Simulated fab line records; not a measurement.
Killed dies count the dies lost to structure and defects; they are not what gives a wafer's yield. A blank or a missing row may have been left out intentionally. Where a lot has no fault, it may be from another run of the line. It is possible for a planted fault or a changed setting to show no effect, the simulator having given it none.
fab line records -- flow ritCmos -- part 2 of 2: steps 42 to 43 of 43
[record] lots = 6, wafers = 18, lastDay = 6
route steps=202 shown SDANNEAL@155 PSD@157 NSD@158 PLDD@159 NLDD@160 SILICIDE@161 CONTACT@168 M1@184
lots untouched by any fault: they come from a run of this same line in which no faults occurred
startH: start of the lot's first displayed wafer, in hours after the record's first day -- waitH: time in hours since the lot's previous step -- " same as the row above -- L1.1+2: a row that stands for several wafers -- - no value present, or no start provided -- * or withheld: withheld -- < > ~ a bound
route shown NAME@n: NAME is a module with steps in the file, n the number in the route of the first one -- usual: mean/standard deviation taken from wafers without a fault -- same: alike in all rows -- chamber/n: place in a boat -- sites: each site's reading -- _std_site: standard deviation of those values -- _edge_site: outer sites' mean less inner sites' -- radiusMm: for every site, how far away it sits from the centre of the wafer -- mask NAME#n: copy n -- behind: the tool/chamber that last shaped the wafer -- hold: what put the lot on hold/how long, in hours/how the hold closed -- device: whichever transistor did not switch (one of n, p or np) -- end of line: at the end of the route, the tests of the same wafers -- for a step that has no rows: nothing shown but its recipe -- killed: at the first sort, the dies lost to defects and structure; wafer yield is something else -- map: dies across one wafer; x = killed, . = not, _ = none there
set.NAME: the setting that was run; set.NAME@STEP: the one run at that earlier step -- model.NAME: the simulator's own value behind a step, which no gauge read
lots seen at some steps along the route; tables by step, rows by wafer
services: when a tool's chamber went out of use (startH, in hours from the record's first day, below 0 if earlier), for how many hours, and the reason
[[steps]]
[step RIT_M1_METAL_ETCH_12]
[recipe] stopOn = SiO2, chemistry = Cl2/BCl3, target = Al, timeS = 165, overEtchFrac = 0.5, pressureMtorr = 100, targetDepthA = 6000, rfW = 250, Cl2_flow_sccm = 60, bcl3FlowSccm = 50
[usual] drypumpMotorCurrentA = 5.8/0.55, oesProductAu = 0.771/0.012, rfFwdPowerW = 249.1/0.84, throttleValvePct = 8.20/0.12
lot.wafer,tool,chamber,startH,waitH,drypumpMotorCurrentA,oesProductAu,rfFwdPowerW,rfHoursCounterH,throttleValvePct
L715.1,rieMetal-03,0,58.69,0.2,5.6,0.797,248.8,1,8.30
L715.4,rieMetal-03,0,58.69,0.2,5.6,0.783,249.5,-,8.31
L715.6,rieMetal-03,0,58.69,0.2,5.6,0.790,249.3,-,8.33
L726.1,rieMetal-01,0,123.67,0.2,6.5,0.773,248.8,5,8.35
L726.2,rieMetal-01,1,123.67,0.2,5.2,0.769,249.3,5,8.04
L726.6,rieMetal-01,1,123.67,0.2,5.2,0.781,248.9,-,8.02
L727.1,rieMetal-03,0,133.46,0.2,5.6,0.791,249.1,1,8.32
L727.3,rieMetal-03,0,133.46,0.2,5.6,0.795,249.8,-,8.34
L727.5,rieMetal-03,0,133.46,0.2,5.6,0.783,250.1,-,8.33
L728.2,rieMetal-02,0,133.91,0.2,6.7,0.762,249.2,36,8.14
L728.5,rieMetal-02,1,133.91,0.2,5.9,0.742,249.1,-,8.21
L728.6,rieMetal-02,0,133.91,0.2,6.6,0.760,249.9,-,8.14
L730.3,rieMetal-03,1,146.05,0.2,5.3,0.755,249.7,-,8.19
L730.4,rieMetal-03,0,146.05,0.2,5.6,0.782,249.4,-,8.32
L730.5,rieMetal-03,0,146.05,0.2,5.6,0.786,249.1,-,8.32
L732.2,rieMetal-03,1,153.15,0.2,5.2,0.762,250.1,2,8.18
L732.3,rieMetal-03,0,153.15,0.2,5.6,0.785,249.6,-,8.33
L732.6,rieMetal-03,1,153.15,0.2,5.2,0.768,248.3,-,8.19
[step RIT_M1_PROBE_99]
[usual] killedAtContacts = 0.1/0.24, killedAtFrontEnd = 6.6/2.7, killedDies = 6.6/2.7, killedOpen = 3.3/1.8, killedShort = 3.4/1.9
[same] grossDies = 264, killed_at_M0_to_M3 = 0, killed_at_M4_up = 0, killedAtBackSide = 0, killedAtOther = 0
lot.wafer,tool,chamber,startH,waitH,killedAtContacts,killedAtFrontEnd,killedDies,killedOpen,killedShort,model.etest.npolySal.rsOhmSq,model.etest.ppolySal.rsOhmSq,model.etest.pplusSal.rsOhmSq,model.etest.nplusSal.rsOhmSq,model.etest.pplusSal.lineOhmUm,model.etest.nplusSal.lineOhmUm,model.etest.contactPplus.rcOhm,model.etest.contactNplus.rcOhm
L715.1,prober-02,-,61.68,0.1,0,1,1,0,1,4.401,4.365,4.367,4.365,1.256,1.258,1.411,1.403
L715.4,prober-02,-,61.83,0.2,0,10,10,8,2,4.429,4.364,4.379,4.341,1.275,1.255,1.403,1.438
L715.6,prober-02,-,61.93,0.2,0,13,13,7,6,4.381,4.388,4.36,4.349,1.272,1.241,1.367,1.442
L726.1,prober-01,-,125.93,0.1,0,6,6,3,3,4.299,4.293,4.322,4.293,1.272,1.236,1.384,1.362
L726.2,prober-01,-,125.98,0.1,0,6,6,3,3,4.327,4.285,4.293,4.25,1.242,1.242,1.329,1.363
L726.6,prober-01,-,126.18,0.2,0,7,7,1,6,4.309,4.275,4.292,4.252,1.247,1.254,1.343,1.35
L727.1,prober-02,-,136.05,0.1,0,7,7,5,2,4.309,4.253,4.253,4.252,1.249,1.239,1.331,1.379
L727.3,prober-02,-,136.15,0.2,0,5,5,3,2,4.308,4.281,4.286,4.266,1.224,1.232,1.346,1.318
L727.5,prober-02,-,136.25,0.2,0,5,5,2,3,4.377,4.331,4.303,4.292,1.258,1.23,1.395,1.383
L728.2,prober-01,-,136.42,0.1,0,10,10,5,5,8.146,7.981,7.961,8.011,2.349,2.305,2.451,2.384
L728.5,prober-01,-,136.57,0.2,0,10,10,7,3,8.102,7.92,8.01,7.945,2.294,2.319,2.334,2.368
L728.6,prober-01,-,136.62,0.2,0,1,1,0,1,8.246,8.151,8.081,8.043,2.306,2.374,2.319,2.352
L730.3,prober-01,-,148.91,0.2,1,6,7,4,3,4.358,4.31,4.332,4.268,1.246,1.244,1.344,1.362
L730.4,prober-01,-,148.96,0.2,0,3,3,2,1,4.318,4.308,4.283,4.269,1.249,1.253,1.394,1.407
L730.5,prober-01,-,149.01,0.2,0,4,4,4,0,4.306,4.277,4.295,4.287,1.249,1.242,1.399,1.384
L732.2,prober-01,-,155.47,0.1,0,9,9,4,5,8.183,8.086,8.011,7.977,2.333,2.3,2.392,2.429
L732.3,prober-01,-,155.52,0.2,0,6,6,5,1,8.082,7.995,7.92,7.869,2.298,2.296,2.384,2.296
L732.6,prober-01,-,155.67,0.2,0,1,1,1,0,8.035,7.977,7.954,7.838,2.324,2.25,2.302,2.314
// killed by level:class
L715.1 SILICIDE:geometricParticle:short=1
L715.4 FOX1:geometricParticle:open=3 FOX2:geometricParticle:open=2 SPACER:geometricParticle:open=2 FOX2:geometricParticle:short=1 GATE:geometricParticle:short=1 GATE:geometricParticle:open=1
L715.6 FOX1:geometricParticle:open=3 SPACER:geometricParticle:short=3 FOX2:geometricParticle:short=2 FOX2:geometricParticle:open=2 GATE:geometricParticle:open=1 REOX:geometricParticle:open=1 REOX:geometricParticle:short=1
L726.1 GATE:geometricParticle:open=2 SPACER:geometricParticle:short=2 GATE:geometricParticle:short=1 SILICIDE:geometricParticle:open=1
L726.2 FOX1:geometricParticle:open=2 ACTIVE:geometricParticle:short=1 GATE:geometricParticle:short=1 SPACER:geometricParticle:short=1 SPACER:geometricParticle:open=1
L726.6 SPACER:geometricParticle:short=2 FOX1:geometricParticle:short=1 FOX2:geometricParticle:short=1 GATE:geometricParticle:short=1 GATE:geometricParticle:open=1 REOX:geometricParticle:short=1
L727.1 GATE:geometricParticle:open=4 GATE:geometricParticle:short=1 SPACER:geometricParticle:open=1 SILICIDE:geometricParticle:short=1
L727.3 FOX1:geometricParticle:open=2 GATE:geometricParticle:open=1 GATE:geometricParticle:short=1 SILICIDE:geometricParticle:short=1
L727.5 FOX1:geometricParticle:open=1 FOX2:geometricParticle:short=1 GATE:geometricParticle:short=1 GATE:geometricParticle:open=1 SPACER:geometricParticle:short=1
L728.2 FOX1:geometricParticle:short=2 FOX1:geometricParticle:open=2 SILICIDE:geometricParticle:open=2 GATE:geometricParticle:short=1 REOX:geometricParticle:open=1 SPACER:geometricParticle:short=1 SILICIDE:geometricParticle:short=1
L728.5 GATE:geometricParticle:open=4 SPACER:geometricParticle:open=3 SPACER:geometricParticle:short=2 GATE:geometricParticle:short=1
L728.6 FOX1:geometricParticle:short=1
L730.3 FOX2:geometricParticle:open=2 FOX1:geometricParticle:open=1 GATE:geometricParticle:open=1 GATE:geometricParticle:short=1 SILICIDE:geometricParticle:short=1 CONTACT:geometricParticle:short=1
L730.4 GATE:geometricParticle:open=2 GATE:geometricParticle:short=1
L730.5 REOX:geometricParticle:open=2 FOX2:geometricParticle:open=1 GATE:geometricParticle:open=1
L732.2 GATE:geometricParticle:open=3 SILICIDE:geometricParticle:short=2 FOX1:geometricParticle:open=1 FOX1:geometricParticle:short=1 FOX2:geometricParticle:short=1 GATE:geometricParticle:short=1
L732.3 SILICIDE:geometricParticle:open=3 FOX1:geometricParticle:open=1 GATE:geometricParticle:open=1 SILICIDE:geometricParticle:short=1
L732.6 GATE:geometricParticle:open=1
[[services]]
tool,chamber,startH,hours,kind
pvdSputter-03,-,29.76,0.6,repair
pvdSputter-01,-,41.94,0.6,repair
rieDiel-04,-,46.30,14.6,pm
pvdSputter-04,-,57.42,1.2,repair
pvdSputter-01,-,57.82,8.3,repair
rieDiel-02,3,76.76,-,clean
rieDiel-02,3,76.76,18.9,scheduledDown
rieDiel-02,3,76.76,18.9,ventCycle
rieDiel-02,-,87.15,0.8,repair
rieDiel-04,0,87.92,-,clean
rieDiel-04,0,87.92,14.5,scheduledDown
rieDiel-04,0,87.92,14.5,ventCycle
pvdSputter-01,-,96.90,34.4,repair
rieDiel-04,2,99.12,2.3,repair
pvdSputter-03,-,100.29,3.2,repair
rieDiel-04,2,102.39,-,clean
rieDiel-04,2,102.39,20.0,scheduledDown
pvdSputter-04,-,102.50,2.4,repair
rtpAnneal-01,-,104.43,1.3,pm
pvdSputter-03,-,116.03,5.1,repair
rieMetal-02,-,136.12,20.0,pm
pvdSputter-04,-,137.43,4.4,repair
pvdSputter-02,-,145.73,5.8,repair
rieDiel-01,-,149.01,0.3,repair
[[key]]
firstSign none at tools or gauges
[modelEffect] step = RIT_M1_PROBE_99, value = etest.npolySal.rsOhmSq, without = 4.331, struck = 8.133
metAt RIT_SILICIDE_RTA_06
struckWafers L728.2,L728.5,L728.6,L732.2,L732.3,L732.6
testerLeftOut L728,L732
onsetBetween 128.92 129.35
[fault] kind = processParameterDrift, tool = rtpAnneal-01, chamber = -, onsetH = 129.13, steps = RIT_SILICIDE_RTA_06, channel = timeS, offset = *, shape = step, endH = 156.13, actsIn = *, stated = *
// testerLeftOut: of these lots the tester's yield and bins aren't shown, on N5 and GAA mostly nor the transistor test; their killed dies are dies lost to structure and defects alone, not to doping, threshold or leakage, so they don't give the yield
